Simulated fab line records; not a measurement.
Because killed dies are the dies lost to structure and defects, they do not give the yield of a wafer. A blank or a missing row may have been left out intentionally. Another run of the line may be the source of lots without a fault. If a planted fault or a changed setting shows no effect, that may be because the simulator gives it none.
Which tool was responsible? :: flow berkeley cmos170 :: 14 lots, 42 wafers sampled, at 4 steps of a route of 331

== WHAT EACH GAUGE READ, for each wafer ==
UCB170_M3_RS_MEAS_02: measurement is done with a four-point probe. Usual: M3_AL_RS typically reads 0.0321 ohm/sq, with standard deviation 0.00053.
lot: L683
measured: day 9 14:18
on: film metro-03
M3_AL_RS (ohm/sq): 0.0313 0.0319 0.0320
flag: 

lot: L684
measured: day 9 14:59
on: film metro-02
M3_AL_RS (ohm/sq): 0.0325 0.0327 0.0320
flag: 

lot: L686
measured: day 9 21:57
on: film metro-04
M3_AL_RS (ohm/sq): 0.0313 0.0322 0.0313
flag: 

lot: L685
measured: day 9 22:41
on: film metro-04
M3_AL_RS (ohm/sq): 0.0324 0.0323 0.0316
flag: 

lot: L687
measured: day 10 01:31
on: film metro-04
M3_AL_RS (ohm/sq): 0.0317 0.0321 0.0321
flag: 

lot: L688
measured: day 10 00:59
on: film metro-02
M3_AL_RS (ohm/sq): 0.0314 0.0324 0.0323
flag: 

lot: L689
measured: day 10 09:04
on: film metro-02
M3_AL_RS (ohm/sq): 0.0311 0.0314 0.0314
flag: 

lot: L697
measured: day 11 15:35
on: film metro-04
M3_AL_RS (ohm/sq): 0.0319 0.0316 0.0321
flag: 

lot: L698
measured: day 11 13:55
on: film metro-03
M3_AL_RS (ohm/sq): 0.0324 0.0328 0.0322
flag: 

lot: L699
measured: day 12 18:41
on: film metro-03
M3_AL_RS (ohm/sq): 0.0328 0.0327 0.0324
flag: 

lot: L701
measured: day 12 18:35
on: film metro-04
M3_AL_RS (ohm/sq): 0.0322 0.0328 0.0328
flag: 

lot: L703
measured: day 13 09:33
on: film metro-04
M3_AL_RS (ohm/sq): 0.0326 0.0321 0.0326
flag: 

lot: L704
measured: day 13 17:22
on: film metro-04
M3_AL_RS (ohm/sq): 0.0318 0.0322 0.0329
flag: 

lot: L706
measured: day 14 08:00
on: film metro-03
M3_AL_RS (ohm/sq): 0.0322 0.0330 0.0324
flag: 

UCB170_M3_CD_MEAS_15: target cd 700 nm. Usual: cd nm 700.4 nm, standard deviation 1.4.
lot: L683
measured: day 9 16:23
on: cd sem-02
cd nm (nm): 701.9 701.9 700.5
flag: 

lot: L684
measured: day 9 18:10
on: cd sem-01
cd nm (nm): 700.0 699.0 699.0
flag: 

lot: L686
measured: day 9 23:59
on: cd sem-01
cd nm (nm): 700.0 700.8 700.3
flag: 

lot: L685
measured: day 10 02:13
on: cd sem-01
cd nm (nm): 700.2 701.0 699.8
flag: 

lot: L687
measured: day 10 04:30
on: cd sem-01
cd nm (nm): 699.5 699.9 699.6
flag: 

lot: L688
measured: day 10 03:04
on: cd sem-01
cd nm (nm): 703.3 703.3 702.7
flag: 

lot: L689
measured: day 10 11:53
on: cd sem-01
cd nm (nm): 700.0 699.2 700.2
flag: 

lot: L697
measured: day 11 17:38
on: cd sem-01
cd nm (nm): 702.0 700.9 700.1
flag: 

lot: L698
measured: day 11 16:31
on: cd sem-02
cd nm (nm): 700.7 699.8 701.4
flag: 

lot: L699
measured: day 12 21:47
on: cd sem-02
cd nm (nm): 701.0 701.3 700.2
flag: 

lot: L701
measured: day 12 21:43
on: cd sem-01
cd nm (nm): 699.4 699.9 698.0
flag: 

lot: L703
measured: day 13 12:22
on: cd sem-02
cd nm (nm): 700.0 700.2 699.5
flag: 

lot: L704
measured: day 13 19:59
on: cd sem-01
cd nm (nm): 698.6 698.3 697.4
flag: 

lot: L706
measured: day 14 10:53
on: cd sem-02
cd nm (nm): 700.9 701.0 701.0
flag: 

== TOOL THAT RAN EACH LOT (tool first, then ch and the chambers of the sampled wafers, then the start) ==
lot: L683
UCB170_ZERO_ETCH_06: rie diel-02 ch 2,3, day 1 23:35
UCB170_V2_CVD_00: pecvd-01 ch 0,1,2, day 9 11:11

lot: L684
UCB170_ZERO_ETCH_06: rie diel-02 ch 1,2,3, day 2 04:42
UCB170_V2_CVD_00: pecvd-03 ch 0,1,2, day 9 11:57

lot: L686
UCB170_ZERO_ETCH_06: rie diel-01 ch 1,2, day 2 11:27
UCB170_V2_CVD_00: pecvd-02 ch 0,1, day 9 19:20

lot: L685
UCB170_ZERO_ETCH_06: rie diel-02 ch 0,3, day 2 11:32
UCB170_V2_CVD_00: pecvd-01 ch 0,2, day 9 19:34

lot: L687
UCB170_ZERO_ETCH_06: rie diel-02 ch 0,3, day 2 19:26
UCB170_V2_CVD_00: pecvd-02 ch 0,2, day 9 22:06

lot: L688
UCB170_ZERO_ETCH_06: rie diel-02 ch 1,2,3, day 2 23:53
UCB170_V2_CVD_00: pecvd-03 ch 0,1,2, day 9 21:59

lot: L689
UCB170_ZERO_ETCH_06: rie diel-04 ch 0,1,3, day 3 04:10
UCB170_V2_CVD_00: pecvd-01 ch 0,1,2, day 10 05:44

lot: L697
UCB170_ZERO_ETCH_06: rie diel-01 ch 0,1,3, day 4 22:35
UCB170_V2_CVD_00: pecvd-02 ch 0,1, day 11 12:59

lot: L698
UCB170_ZERO_ETCH_06: rie diel-04 ch 0,1,3, day 4 22:51
UCB170_V2_CVD_00: pecvd-02 ch 0,2, day 11 10:57

lot: L699
UCB170_ZERO_ETCH_06: rie diel-01 ch 2,3, day 5 07:13
UCB170_V2_CVD_00: pecvd-03 ch 1,2, day 12 12:43

lot: L701
UCB170_ZERO_ETCH_06: rie diel-02 ch 0,2,3, day 5 18:32
UCB170_V2_CVD_00: pecvd-01 ch 0,1,2, day 12 11:18

lot: L703
UCB170_ZERO_ETCH_06: rie diel-04 ch 0,2,3, day 6 01:22
UCB170_V2_CVD_00: pecvd-03 ch 0,1,2, day 13 05:56

lot: L704
UCB170_ZERO_ETCH_06: rie diel-02 ch 1,2,3, day 6 09:38
UCB170_V2_CVD_00: pecvd-01 ch 0,1,2, day 13 14:04

lot: L706
UCB170_ZERO_ETCH_06: rie diel-04 ch 1,2, day 7 01:05
UCB170_V2_CVD_00: pecvd-02 ch 0,1, day 14 05:23
- UCB170_ZERO_ETCH_06: etches SiO2 in CHF3/CF4/Ar, time 12 s.
- UCB170_V2_CVD_00: deposits SiO2 from TEOS/O2, target thk 2000 nm, time 250 s.

== AS READ BY THE TOOLS THEMSELVES (means over the sampled wafers that have a number; for cases with no such wafer, the mark the record gives instead) ==
UCB170_ZERO_ETCH_06. Usual: drypump motor current A 5.6 A, standard deviation 0.51; oes product au 0.620 a.u., standard deviation 0.0077; throttle valve pct 9.28 %, standard deviation 0.12.
lot: L683
tool: rie diel-02
drypump motor current A (A): 5.6
oes product au (a.u.): 0.614
throttle valve pct (%): 9.24
flag: 

lot: L684
tool: rie diel-02
drypump motor current A (A): 5.4
oes product au (a.u.): 0.619
throttle valve pct (%): 9.27
flag: 

lot: L686
tool: rie diel-01
drypump motor current A (A): 5.8
oes product au (a.u.): 0.621
throttle valve pct (%): 9.31
flag: 

lot: L685
tool: rie diel-02
drypump motor current A (A): 6.0
oes product au (a.u.): 0.617
throttle valve pct (%): 9.39
flag: 

lot: L687
tool: rie diel-02
drypump motor current A (A): 6.3
oes product au (a.u.): 0.622
throttle valve pct (%): 9.43
flag: 

lot: L688
tool: rie diel-02
drypump motor current A (A): 5.4
oes product au (a.u.): 0.617
throttle valve pct (%): 9.27
flag: 

lot: L689
tool: rie diel-04
drypump motor current A (A): 5.7
oes product au (a.u.): 0.616
throttle valve pct (%): 9.27
flag: 

lot: L697
tool: rie diel-01
drypump motor current A (A): 5.4
oes product au (a.u.): 0.621
throttle valve pct (%): 9.16
flag: 

lot: L698
tool: rie diel-04
drypump motor current A (A): 5.7
oes product au (a.u.): 0.616
throttle valve pct (%): 9.27
flag: 

lot: L699
tool: rie diel-01
drypump motor current A (A): 5.1
oes product au (a.u.): 0.622
throttle valve pct (%): 9.31
flag: 

lot: L701
tool: rie diel-02
drypump motor current A (A): 5.9
oes product au (a.u.): 0.617
throttle valve pct (%): 9.33
flag: 

lot: L703
tool: rie diel-04
drypump motor current A (A): 5.5
oes product au (a.u.): 0.620
throttle valve pct (%): 9.24
flag: 

lot: L704
tool: rie diel-02
drypump motor current A (A): 5.4
oes product au (a.u.): 0.614
throttle valve pct (%): 9.27
flag: 

lot: L706
tool: rie diel-04
drypump motor current A (A): 6.1
oes product au (a.u.): 0.614
throttle valve pct (%): 9.37
flag: 

UCB170_V2_CVD_00. Usual: heater power w 280 W, standard deviation 58.
lot: L683
tool: pecvd-01
heater power w (W): 271
flag: 

lot: L684
tool: pecvd-03
heater power w (W): 309
flag: 

lot: L686
tool: pecvd-02
heater power w (W): 288
flag: 

lot: L685
tool: pecvd-01
heater power w (W): 288
flag: 

lot: L687
tool: pecvd-02
heater power w (W): 238
flag: 

lot: L688
tool: pecvd-03
heater power w (W): 323
flag: 

lot: L689
tool: pecvd-01
heater power w (W): 306
flag: 

lot: L697
tool: pecvd-02
heater power w (W): 296
flag: 

lot: L698
tool: pecvd-02
heater power w (W): 271
flag: 

lot: L699
tool: pecvd-03
heater power w (W): 308
flag: 

lot: L701
tool: pecvd-01
heater power w (W): 264
flag: 

lot: L703
tool: pecvd-03
heater power w (W): 341
flag: 

lot: L704
tool: pecvd-01
heater power w (W): 300
flag: 

lot: L706
tool: pecvd-02
heater power w (W): 271
flag: 

== THE ANSWER, worked out from the rows above alone ==
Rule: a lot counts as off when the mean over its wafers that have a number is more than 3 standard deviations away from the usual mean. Also off: a lot with no number at a reading for which 4 or more lots have one. Where the step has rows for the other lots, those lots are counted as sound. The gauges are gone through in route order, then the tools' own readings, and for those a lot's mean is taken as printed above. The first step at which some lot is off is used, and at that step the reading that is off furthest; a lot without a number counts as furthest.
No lot is off at any reading shown: from this, nothing can be told.

== WHAT THE SIMULATOR PUT IN ==
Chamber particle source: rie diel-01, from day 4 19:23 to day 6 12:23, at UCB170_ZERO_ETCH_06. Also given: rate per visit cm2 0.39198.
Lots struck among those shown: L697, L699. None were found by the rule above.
